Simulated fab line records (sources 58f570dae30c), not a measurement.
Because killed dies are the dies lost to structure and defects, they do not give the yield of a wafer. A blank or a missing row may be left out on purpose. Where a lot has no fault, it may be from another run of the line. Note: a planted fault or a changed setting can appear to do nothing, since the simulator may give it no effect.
Which tool was responsible? + flow berkeley-cmos170 + 18 wafers from 6 lots sampled at 2 of the route's 331 steps

== WHAT THE GAUGES SHOWED, per wafer ==
UCB170_CONTACT_CD_MEAS_15: target cd 700 nm.
| lot  | measured     | on        | cd-nm (nm)                          |
|------|--------------|-----------|-------------------------------------|
| L788 | day 8 13:42  | cd-sem-01 | 700.1 700.7 699.8                   |
| L789 | day 9 02:58  | cd-sem-01 | 700.5 700.1 700.5                   |
| L792 | day 9 07:32  | cd-sem-02 | 701.7 700.7 701.5                   |
| L795 | day 10 09:31 | cd-sem-01 | 708.7 699.1 700.6 708.3 698.9 700.7 |
| L804 | day 12 11:20 | cd-sem-02 | 699.7 699.6 699.8                   |
| L807 | day 13 03:25 | cd-sem-01 | 698.2 697.7 697.4                   |

== TOOL THAT RAN EACH LOT (tool first, then ch and the chambers of the sampled wafers, then the start) ==
| lot  | UCB170_CONTACT_EXPOSE_12          |
|------|-----------------------------------|
| L788 | krf-scanner-01 ch 0, day 8 13:13  |
| L789 | krf-scanner-02 ch 0, day 9 02:25  |
| L792 | krf-scanner-02 ch 0, day 9 07:09  |
| L795 | krf-scanner-01 ch 0, day 10 08:39 |
| L804 | krf-scanner-01 ch 0, day 12 10:57 |
| L807 | krf-scanner-01 ch 0, day 13 01:32 |
- UCB170_CONTACT_EXPOSE_12: exposes mask CONT, target cd 700 nm.

== THE ANSWER, worked out from the rows above alone ==
Rule: usual is defined by the lots themselves. Put in order of their means at a reading, lots are off if they are a third of the lots or fewer, leave a main group of 4 or more, and stand apart from it by a gap of 3 or more times the standard deviation of the main group's means; of several such gaps the widest counts. The tables above print the reading to a certain number of digits; a main group whose means all agree to those digits is not used. A lot without any number at a reading at which 4 lots or more have one is off too. The other lots that the step has rows for count as sound.
No lot is off at any reading shown: from this, nothing can be told.

== WHAT WAS PUT IN BY THE SIMULATOR ==
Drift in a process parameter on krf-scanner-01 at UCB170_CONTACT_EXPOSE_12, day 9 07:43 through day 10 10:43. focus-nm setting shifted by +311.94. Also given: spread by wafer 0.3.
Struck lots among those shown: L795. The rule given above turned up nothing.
